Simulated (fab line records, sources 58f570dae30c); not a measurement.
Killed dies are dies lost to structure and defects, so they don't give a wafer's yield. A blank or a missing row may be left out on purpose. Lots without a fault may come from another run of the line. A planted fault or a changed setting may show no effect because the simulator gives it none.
Problem report in the 8D (eight disciplines) form, filled by code | flow berkeley_cmos170 | the parts of the form that need people (team, actions taken, sign-off) are left out

1. THE PROBLEM
spike_tc_centre_C at UCB170_SPACER_ANNEAL_02 reads a mean of 867.9 C on 9 wafers of 3 lots; wafers without a fault read 902.9 C with a standard deviation of 0.95. That is -37 standard deviations from the usual mean.
The step: time 1800 s.
First seen on wafer L244.1, day 10 02:52, on furnace-01. The record holds 21 wafers of 7 lots with a number at this step. Rule for "out", or "out of limits": more than 4 standard deviations from the usual mean. The other wafers with a number count as sound.

2. WHAT IT IS AND WHAT IT IS NOT
question                    | is                                       | is not
which readings at this step | spike_tc_centre_C, zone_power_centre_pct | -
which lots                  | L244, L248, L249                         | L227, L236, L245, L247
which wafers of those lots  | all that have a number                   | -
read on which tools         | furnace-01                               | furnace-04
when                        | from day 10 02:52                        | up to then (6 sound wafers); but 6 sound wafers of L245, L247 came after

3. SUSPECTS, AND WHAT RULES EACH OUT
Counting: a tool at a process step up to the reading stays a suspect if it ran every lot that is out and no sound lot after the first of them.
- furnace-01 at UCB170_SPACER_ANNEAL_02 (time 1800 s): kept. It ran every lot that is out, first L244 (day 10 02:52), and no sound lot after that; its last sound lot up to then is L236 (day 8 01:13). Its own readings are out on those wafers: spike_tc_centre_C, zone_power_centre_pct.
Left after counting: furnace-01 at UCB170_SPACER_ANNEAL_02.

4. THE CAUSE (what the simulator had put in)
Process parameter drift: furnace-01, from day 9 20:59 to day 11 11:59, at UCB170_SPACER_ANNEAL_02. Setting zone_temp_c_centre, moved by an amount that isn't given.
Counting left only this tool.

5. THE CHAIN OF EFFECTS, in route order
Each row: a reading whose mean over the struck wafers that have a number lies more than 3 standard deviations from the usual. Only readings for which the record gives a usual standard deviation are gone through. hours: the time from each lot's start at the first step in this table that gives one to its start at this step, as a median over the lots. sigmas: the change in usual standard deviations.
hours | step                    | reading               | usual   | on struck wafers | change | sigmas
0     | UCB170_SPACER_ANNEAL_02 | spike_tc_centre_C     | 902.9 C | 867.9            | -35.0  | -37
0     | UCB170_SPACER_ANNEAL_02 | zone_power_centre_pct | 39.9 %  | 25.0             | -14.9  | -6.8
The process steps in it:
- UCB170_SPACER_ANNEAL_02: time 1800 s.

6. WHAT WOULD HAVE CAUGHT IT SOONER
In this record the first reading out of limits was taken at day 10 02:52, 6 hours after the fault began at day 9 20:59.
